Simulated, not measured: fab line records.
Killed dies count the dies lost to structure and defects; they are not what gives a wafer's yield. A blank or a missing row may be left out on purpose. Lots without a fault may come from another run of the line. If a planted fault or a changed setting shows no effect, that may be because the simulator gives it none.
fab line records	flow berkeley-cmos170
record: lots: 5	wafers: 15	last-day: 11
route steps=331 shown NVT@109 PVT@115
lots that met no fault: taken from a fault-free run of the same line
start-h: the number of hours between the record's first day and the start of the first shown wafer of the lot	wait-h: how many hours have passed since the lot's step before this one	" repeats the value in the row above	L1.1+2: several wafers, shown together as one row	- no value present, or no start provided	* or withheld: withheld	< > ~ a bound
route shown NAME@n: a module of which the file shows steps, and the number in the route of the first	usual: mean and standard deviation over wafers with no fault	same: alike in all rows	chamber/n: place in a boat	sites: each site's reading	_std_site: their standard deviation	_edge_site: outer sites' mean less inner sites'	radius-mm: for every site, how far away it sits from the centre of the wafer	mask NAME#n: copy n	behind: the last tool/chamber to shape the wafer	hold: what put the lot on hold/how long, in hours/how the hold closed	device: the transistor (n, p or np) that didn't switch	end of line: at the end of the route, the tests of the same wafers	step lacking rows: just its recipe	killed: the dies lost at the first sort to structure and to defects; this is not the yield of the wafer	map: dies across one wafer; x = killed, . = not, _ = none there
set.NAME: the setting the step ran with; set.NAME@STEP: the setting that earlier step ran with	model.NAME: the simulator's own value behind a step, which no gauge read
a table for each step, a row for each wafer; lots at some steps of the route
services: the hour from which a tool's chamber was out of use, counted from the record's first day as start-h (under 0 if before that day), plus the number of hours and why
== steps ==
step: UCB170_NVT_DEVELOP_05
recipe: developer: TMAH	develop-time-s: 45	resist: KrF	dev-temp-c: 21
lot.wafer	tool	chamber	start-h	wait-h
L077.1+2+5	litho-track-04	0	-	-
L079.2+3+4	litho-track-03	0	-	-
L081.2+4+6	litho-track-01	0	-	-
L090.3+4+6	litho-track-04	0	-	-
L091.1+3+6	litho-track-03	0	-	-
step: UCB170_NVT_OVL_MEAS_06
usual: NVT_OVL: -1/5.5
lot.wafer	tool	chamber	start-h	wait-h	NVT_OVL[nm]
L077.1	overlay-01	-	139.03	-	1
L077.2	"	-	"	"	-4
L077.5	"	-	"	"	-2
L079.2	overlay-01	-	146.16	-	4
L079.3	"	-	"	"	-2
L079.4	"	-	"	"	1
L081.2	overlay-02	-	165.45	-	6
L081.4	"	-	"	"	-3
L081.6	"	-	"	"	5
L090.3	overlay-02	-	205.31	-	-2
L090.4	"	-	"	"	-2
L090.6	"	-	"	"	1
L091.1	overlay-02	-	205.57	-	2
L091.3	"	-	"	"	-3
L091.6	"	-	"	"	-1
step: UCB170_NVT_IMPLANT_07
recipe: species: BF2	dose-cm2: 3e+12	energy-kev: 50	tilt-deg: 7
lot.wafer	tool	chamber	start-h	wait-h
L077.1+2+5	implanter-02	0	139.07	0.0
L079.2+3+4	implanter-02	0	146.22	0.0
L081.2+4+6	implanter-03	0	165.51	0.0
L090.3+4+6	implanter-04	0	205.38	0.1
L091.1+3+6	implanter-03	0	205.61	0.0
step: UCB170_NVT_STRIP_08
recipe: chemistry: O2	power-w: 400	pressure-mtorr: 3500	platen-temp-c: withheld	o2-flow-sccm: 400	overash-fraction: 0.5
usual: chamber-pressure-mTorr: 3500/3.1	drypump-motor-current-A: 5.8/0.71	oes-product-au: 0.735/0.0045	strip-time-to-endpoint-s: 21.68/0.063
lot.wafer	tool	chamber	start-h	wait-h	chamber-pressure-mTorr	drypump-motor-current-A	oes-product-au	rf-hours-counter-h	strip-time-to-endpoint-s
L077.1	plasma-asher-04	0	139.22	0.1	3502	5.1	0.732	38	21.66
L077.2	"	1	"	"	3504	6.6	0.739	38	21.69
L077.5	"	0	"	"	3495	5.1	0.733	-	21.73
L079.2	plasma-asher-01	1	146.34	0.1	3501	5.1	0.736	3	21.72
L079.3	"	0	"	"	3494	6.4	0.729	-	21.70
L079.4	"	1	"	"	3499	5.1	0.725	-	21.75
L081.2	plasma-asher-04	1	165.63	0.1	3497	6.6	0.734	41	21.68
L081.4	"	1	"	"	3506	6.6	0.734	-	21.66
L081.6	"	1	"	"	3503	6.6	0.729	-	21.69
L090.3	plasma-asher-01	0	205.52	0.1	3498	6.4	0.734	-	21.75
L090.4	"	1	"	"	3496	5.1	0.736	-	21.73
L090.6	"	1	"	"	3497	5.1	0.730	-	21.71
L091.1	plasma-asher-03	0	205.76	0.1	3498	4.9	0.729	50	21.78
L091.3	"	0	"	"	3506	4.9	0.743	-	21.77
L091.6	"	0	"	"	3501	4.9	0.736	-	21.76
step: UCB170_NVT_TW_MEAS_09
usual: NVT_TW: 526/5.6
lot.wafer	tool	chamber	start-h	wait-h	NVT_TW
L077.1	film-metro-02	-	139.32	0.1	525
L077.2	"	-	"	"	528
L077.5	"	-	"	"	526
L079.2	film-metro-01	-	146.45	0.1	529
L079.3	"	-	"	"	530
L079.4	"	-	"	"	531
L081.2	film-metro-02	-	165.74	0.1	533
L081.4	"	-	"	"	529
L081.6	"	-	"	"	529
L090.3	film-metro-03	-	205.60	0.1	513
L090.4	"	-	"	"	515
L090.6	"	-	"	"	515
L091.1	film-metro-01	-	205.86	0.1	526
L091.3	"	-	"	"	524
L091.6	"	-	"	"	524
step: UCB170_NVT_CLEAN_10
recipe: chemistry: SPM	temp-c: 120	time-s: 600
usual: bath-heat-duty-pct: 12.7/1.5
lot.wafer	tool	chamber	start-h	wait-h	bath-heat-duty-pct
L077.1	wet-bench-03	1	139.47	0.1	12.9
L077.2	"	1	"	"	9.9
L077.5	"	1	"	"	11.8
L079.2	wet-bench-01	1	146.50	0.0	14.3
L079.3	"	1	"	"	12.6
L079.4	"	1	"	"	12.9
L081.2	wet-bench-03	2	165.79	0.0	12.9
L081.4	"	2	"	"	13.0
L081.6	"	2	"	"	14.1
L090.3	wet-bench-03	0	205.64	0.0	11.6
L090.4	"	0	"	"	12.0
L090.6	"	0	"	"	11.1
L091.1	wet-bench-04	0	205.92	0.1	14.5
L091.3	"	0	"	"	13.5
L091.6	"	0	"	"	13.4
step: UCB170_PVT_HMDS_00
recipe: prime-time-s: 60	prime-temp-c: 100
usual: prime-temp-c: 100.00/0.12
lot.wafer	tool	chamber	start-h	wait-h	prime-temp-c
L077.1	litho-track-04	0	139.76	0.1	100.04
L077.2	"	0	"	"	100.21
L077.5	"	0	"	"	100.18
L079.2	litho-track-04	0	147.00	0.3	100.00
L079.3	"	0	"	"	99.91
L079.4	"	0	"	"	100.06
L081.2	litho-track-04	0	166.77	0.8	100.20
L081.4	"	0	"	"	100.00
L081.6	"	0	"	"	100.07
L090.3	litho-track-02	0	206.12	0.3	99.76
L090.4	"	0	"	"	99.98
L090.6	"	0	"	"	99.90
L091.1	litho-track-04	0	206.28	0.2	100.01
L091.3	"	0	"	"	100.17
L091.6	"	0	"	"	99.94
step: UCB170_PVT_COAT_01
recipe: resist: KrF	spin-rpm: 1500	resist-thk-nm: 900
lot.wafer	tool	chamber	start-h	wait-h
L077.1+2+5	litho-track-04	0	139.91	0.1
L079.2+3+4	litho-track-04	0	147.15	0.1
L081.2+4+6	litho-track-04	0	166.92	0.1
L090.3+4+6	litho-track-02	0	206.27	0.1
L091.1+3+6	litho-track-04	0	206.43	0.1
step: UCB170_PVT_SOFTBAKE_02
recipe: resist: KrF	temp-c: 130	time-s: 60
lot.wafer	tool	chamber	start-h	wait-h
L077.1+2+5	litho-track-04	0	140.06	0.1
L079.2+3+4	litho-track-04	0	147.30	0.1
L081.2+4+6	litho-track-04	0	167.07	0.1
L090.3+4+6	litho-track-02	0	206.42	0.1
L091.1+3+6	litho-track-04	0	206.58	0.1
step: UCB170_PVT_EXPOSE_03
recipe: mask-id: NWELL	target-cd-nm: 3000	na: 0.5	sigma-outer: 0.6	source-shape: conventional	dose-mj: 30
same: na: 0.5
lot.wafer	tool	chamber	start-h	wait-h	mask
L077.1+2+5	krf-scanner-01	0	140.33	0.2	NWELL#0
L079.2+3+4	krf-scanner-02	0	147.45	0.1	NWELL#0
L081.2+4+6	krf-scanner-01	0	167.43	0.3	NWELL#0
L090.3+4+6	krf-scanner-02	0	206.84	0.4	NWELL#0
L091.1+3+6	krf-scanner-01	0	207.04	0.4	NWELL#0
step: UCB170_PVT_PEB_04
recipe: peb-temp-c: 130	peb-time-s: withheld	resist: KrF
lot.wafer	tool	chamber	start-h	wait-h
L077.1+2+5	litho-track-04	0	140.76	0.4
L079.2+3+4	litho-track-02	0	147.75	0.3
L081.2+4+6	litho-track-01	0	167.92	0.5
L090.3+4+6	litho-track-01	0	207.29	0.4
L091.1+3+6	litho-track-01	0	207.51	0.5
== services ==
tool	chamber	start-h	hours	kind
krf-scanner-02	-	115.36	-	calibration
plasma-asher-01	0	117.75	-	clean
plasma-asher-01	1	117.75	-	clean
krf-scanner-02	-	121.47	1.3	pm
plasma-asher-03	-	123.03	1.1	repair
krf-scanner-01	0	124.61	-	calibration
krf-scanner-01	-	132.57	0.8	pm
wet-bench-01	-	141.60	1.5	repair
krf-scanner-01	-	149.13	1.3	pm
krf-scanner-02	-	154.60	1.0	pm
krf-scanner-02	0	160.73	-	calibration
krf-scanner-02	-	203.74	0.8	pm
== key ==
fault none
